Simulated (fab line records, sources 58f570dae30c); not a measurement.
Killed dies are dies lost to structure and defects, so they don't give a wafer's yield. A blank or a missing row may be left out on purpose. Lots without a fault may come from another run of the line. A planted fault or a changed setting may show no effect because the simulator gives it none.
One fault seen from 2 desks | flow berkeley_cmos170 | each desk has only its own numbers; what lay behind them comes last

THE METROLOGY DESK
What the gauges read, lot by lot, whatever tool the lot ran on: means of the sampled wafers that have a number. A lot is out of limits, marked OUT, if its mean lies more than 4 standard deviations from the usual mean; the brackets give that distance.
Columns: A = GATE_POLY_THK at UCB170_GATE_THK_MEAS_05, usual 213.6 nm; B = cd_nm at UCB170_GATE_CD_MEAS_12, usual 349.8 nm; C = GATE_OVL at UCB170_GATE_OVL_MEAS_13, usual 4 nm
lot  | first seen here | A     | B     | C
L134 | day 7 04:07     | 209.5 | 350.1 | 8
L137 | day 7 06:21     | 213.6 | 348.5 | 9
L147 | day 9 12:44     | 212.0 | 347.9 | 5
L148 | day 9 18:15     | 216.2 | 352.1 | 6
L149 | day 9 18:16     | 214.0 | 347.3 | 3
This desk's finding: nothing out of limits on any of the 5 lots.

THE TOOL OWNER'S DESK: rie_si-02
The tool's own readings at UCB170_GATE_ETCH_15 (etches poly-Si in HBr/Cl2, stops on SiO2, time 56.3 s, target depth 278.2 nm): means of the sampled wafers that have a number, for each lot that ran on this tool. A lot is out of limits, marked OUT, if its mean lies more than 4 standard deviations from the usual mean; the brackets give that distance.
Columns: A = drypump_motor_current_A at UCB170_GATE_ETCH_15, usual 5.7 A; B = mfc_cl2_sccm at UCB170_GATE_ETCH_15, usual 50.02 sccm; C = oes_product_au at UCB170_GATE_ETCH_15, usual 0.837 a.u.; D = throttle_valve_pct at UCB170_GATE_ETCH_15, usual 26.48 %
lot  | first seen here | A   | B     | C                | D
L137 | day 7 08:28     | 5.8 | 50.05 | 0.840            | 26.56
L147 | day 9 13:49     | 5.2 | 49.91 | 0.900 (+5.3) OUT | 26.51
This desk's finding: out of limits on L147; first on L147, day 9 13:49 (oes_product_au at UCB170_GATE_ETCH_15). In limits: L137.

PUT TOGETHER
The tool owner's desk could have raised an alarm at day 9 13:49, on L147.
The metrology desk saw nothing out of limits.
The metrology desk has L147 on record, within its limits.
Of the lots named, all ran UCB170_GATE_ETCH_15 on rie_si-02.

WHAT THE SIMULATOR HAD PUT IN
Process parameter drift: rie_si-02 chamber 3, from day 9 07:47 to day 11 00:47, at UCB170_GATE_ETCH_15. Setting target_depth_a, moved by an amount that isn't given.
Lots struck among those shown: L147.
Hours from the fault's start to each desk's first reading out of limits: the tool owner's desk, 6.
